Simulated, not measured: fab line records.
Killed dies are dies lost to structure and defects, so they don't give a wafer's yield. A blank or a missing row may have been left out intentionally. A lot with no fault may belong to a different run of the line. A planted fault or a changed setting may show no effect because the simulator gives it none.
Which of the tools did it? | flow rit_cmos | Sampling: 6 lots, 18 wafers, 4 of 202 route steps

## WHAT THE GAUGES READ, wafer by wafer
RIT_SPACER_THK_MEAS_04.
lot  | measured    | on            | SPACER_NITRIDE_THK (nm)
L108 | day 3 06:52 | film_metro-01 | 247.6 248.8 248.8
L110 | day 3 16:45 | film_metro-03 | 250.2 248.3 249.1
L112 | day 4 04:05 | film_metro-03 | 247.9 247.7 247.4
L114 | day 4 12:49 | film_metro-02 | 253.9 254.8 252.5
L117 | day 5 07:33 | film_metro-02 | 233.9 238.1 235.2
L129 | day 7 16:35 | film_metro-01 | 253.0 251.6 250.4

## TOOL THAT RAN EACH LOT (tool first, then ch and the chambers of the sampled wafers, then the start)
lot  | RIT_ACTIVE_ETCH_13                | RIT_PWELL_STRIP_09                  | RIT_SPACER_CVD_03
L108 | rie_diel-02 ch 1,2,3, day 1 20:59 | plasma_asher-02 ch 0,1, day 2 05:02 | lpcvd-01 ch 1, day 3 04:56
L110 | rie_diel-01 ch 0,2,3, day 2 05:50 | plasma_asher-02 ch 0,1, day 2 14:28 | lpcvd-01 ch 0, day 3 14:49
L112 | rie_diel-03 ch 2,3, day 2 15:59   | plasma_asher-04 ch 0,1, day 3 01:35 | lpcvd-02 ch 0, day 4 02:09
L114 | rie_diel-02 ch 0,1,3, day 3 02:25 | plasma_asher-02 ch 0,1, day 3 11:03 | lpcvd-02 ch 1, day 4 10:54
L117 | rie_diel-01 ch 0,2, day 3 16:50   | plasma_asher-02 ch 0,1, day 4 00:23 | lpcvd-01 ch 1, day 5 05:38
L129 | rie_diel-03 ch 1,2,3, day 6 05:35 | plasma_asher-01 ch 0,1, day 6 13:54 | lpcvd-02 ch 0, day 7 14:40
- RIT_ACTIVE_ETCH_13: etches Si3N4 in SF6, stops on SiO2, time 210 s, target depth 210 nm.
- RIT_PWELL_STRIP_09: strips in O2, time 180 s.
- RIT_SPACER_CVD_03: deposits Si3N4 from SiH2Cl2/NH3, target thk 250 nm, time 3300 s.

## THE ANSWER, worked out from the rows above alone
Rule: what is usual is taken from the lots themselves. Put in order of their means at a reading, lots are off if they are a third of the lots or fewer, leave a main group of 4 or more, and stand apart from it by a gap of 3 or more times the standard deviation of the main group's means; of several such gaps the widest counts. A main group is skipped when, at the precision printed for the reading in the tables above, its means are all equal. Also off: a lot with no number at a reading for which 4 or more lots have one. The other lots that the step has rows for count as sound.
Off: L117, seen at RIT_SPACER_THK_MEAS_04 (SPACER_NITRIDE_THK). For the main group the mean is 250.1 nm and the standard deviation 2.2.
A tool fits if, at a process step before that reading, it ran every lot that is off, and no sound lot after the first of them. The gauges at RIT_SPACER_THK_MEAS_04 are tried like those tools. Can't be told from this: 4 tools fit, rie_diel-01 at RIT_ACTIVE_ETCH_13, plasma_asher-02 at RIT_PWELL_STRIP_09, lpcvd-01 at RIT_SPACER_CVD_03, film_metro-02 at RIT_SPACER_THK_MEAS_04.

## WHAT THE SIMULATOR HAD PUT IN
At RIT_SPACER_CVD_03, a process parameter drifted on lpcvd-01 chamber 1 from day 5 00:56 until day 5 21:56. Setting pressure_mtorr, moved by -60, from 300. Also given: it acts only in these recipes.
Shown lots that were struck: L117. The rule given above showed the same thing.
